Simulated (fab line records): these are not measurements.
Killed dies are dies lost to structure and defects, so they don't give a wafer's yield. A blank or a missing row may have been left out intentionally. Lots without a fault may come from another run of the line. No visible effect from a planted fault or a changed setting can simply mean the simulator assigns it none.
Code-filled problem report in 8D (eight disciplines) form || flow rit cmos || the parts of the form that need people (team, actions taken, sign-off) are left out

== 1. PROBLEM STATEMENT ==
Across 12 wafers from 4 lots, NSD_OVL at RIT_NSD_OVL_MEAS_06 averages 3637.6 nm, while fault-free wafers read 0.0 nm with a standard deviation of 1.1. That is +99 or more standard deviations from the usual mean.
Earliest sighting: wafer L392.3 on overlay-01 at day 4 11:46. The record holds 48 wafers of 16 lots with a number at this step. The rule behind "out" and "out of limits": a value lying over 4 standard deviations away from the usual mean. The rest of the wafers with a number are treated as sound.

== 2. WHAT THIS IS AND IS NOT ==
{"question": "which readings at this step", "is": "NSD_OVL", "is not": "-"}
{"question": "which lots", "is": "L392, L393, L394, L395", "is not": "L385, L386, L387, L388, L389, L390, L391, L396, L397, L398, L404, L406"}
{"question": "which wafers of those lots", "is": "all that have a number", "is not": "-"}
{"question": "read on which gauges", "is": "overlay-01, overlay-02", "is not": "-"}
{"question": "when", "is": "from day 4 11:46", "is not": "up to then (21 sound wafers); but 15 sound wafers of L396, L397, L398, L404, L406 came after"}

== 3. THE SUSPECTS, EACH WITH WHAT RULES IT OUT ==
Counting: any tool at a process step up to the reading is kept as a suspect provided that every lot that is out went through it and no sound lot did after the first of them.
- the gauge at RIT_NSD_OVL_MEAS_06 has been ruled out. 2 gauges (overlay-01, overlay-02) read the wafers that are out.
- iline stepper-01 at RIT_NSD_EXPOSE_03 (exposes mask M9, target cd 40700 nm): kept. Every lot that is out went through it, starting with L392 (day 4 11:23), and after that it ran no sound lot; the last sound lot it ran before then is L390 (day 4 04:07).
Remaining after the count: iline stepper-01 at RIT_NSD_EXPOSE_03.

== 4. THE CAUSE (what the simulator had put in) ==
Scanner matching overlay: iline stepper-01, from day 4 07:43 on, at RIT_NSD_EXPOSE_03. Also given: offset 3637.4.
The count eliminated every tool but this one.

== 5. THE EFFECT CHAIN, in route order ==
Each row: a reading where the mean over the struck wafers with a number is more than 3 standard deviations away from the usual. Readings are gone through only where the record gives a usual standard deviation; hours: the median, over the lots, of the time from a lot's start at the first step in this table giving one to that lot's start at this step; sigmas: the change measured in usual standard deviations.
{"hours": 0, "step": "RIT_NSD_OVL_MEAS_06", "reading": "NSD_OVL", "usual": "0.0 nm", "on struck wafers": 3637.6, "change": "+3637.6", "sigmas": "+99 or more"}
{"hours": 10, "step": "RIT_M1_PROBE_99", "reading": "killed at front end", "usual": 6, "on struck wafers": 256, "change": "+250", "sigmas": "+78"}
{"hours": 10, "step": "RIT_M1_PROBE_99", "reading": "killed dies", "usual": 7, "on struck wafers": 256, "change": "+249", "sigmas": "+78"}
{"hours": 10, "step": "RIT_M1_PROBE_99", "reading": "killed on rim", "usual": 1.7, "on struck wafers": 68.5, "change": "+66.8", "sigmas": "+48"}
Process steps it contains:
- RIT_M1_PROBE_99
Later measuring or inspecting steps at which every struck wafer that the step has a row for has a number for every such reading, and none has moved that far: RIT_M1_CD_MEAS_90.

== 6. WHAT WOULD HAVE CAUGHT IT SOONER ==
The first out-of-limits reading at a measuring or inspecting step in this record came at day 4 11:46, 4 hours after the fault's start at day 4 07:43.
Tool readings at RIT_NSD_EXPOSE_03 with a usual standard deviation given in the record: none out on any struck wafer, hence no alarm at a limit of 4 standard deviations on them.
Lots out: 4; of these, L393, L394, L395 started RIT_NSD_EXPOSE_03 on iline stepper-01 after day 4 11:46. A hold on the tool at that time would have spared those 3.
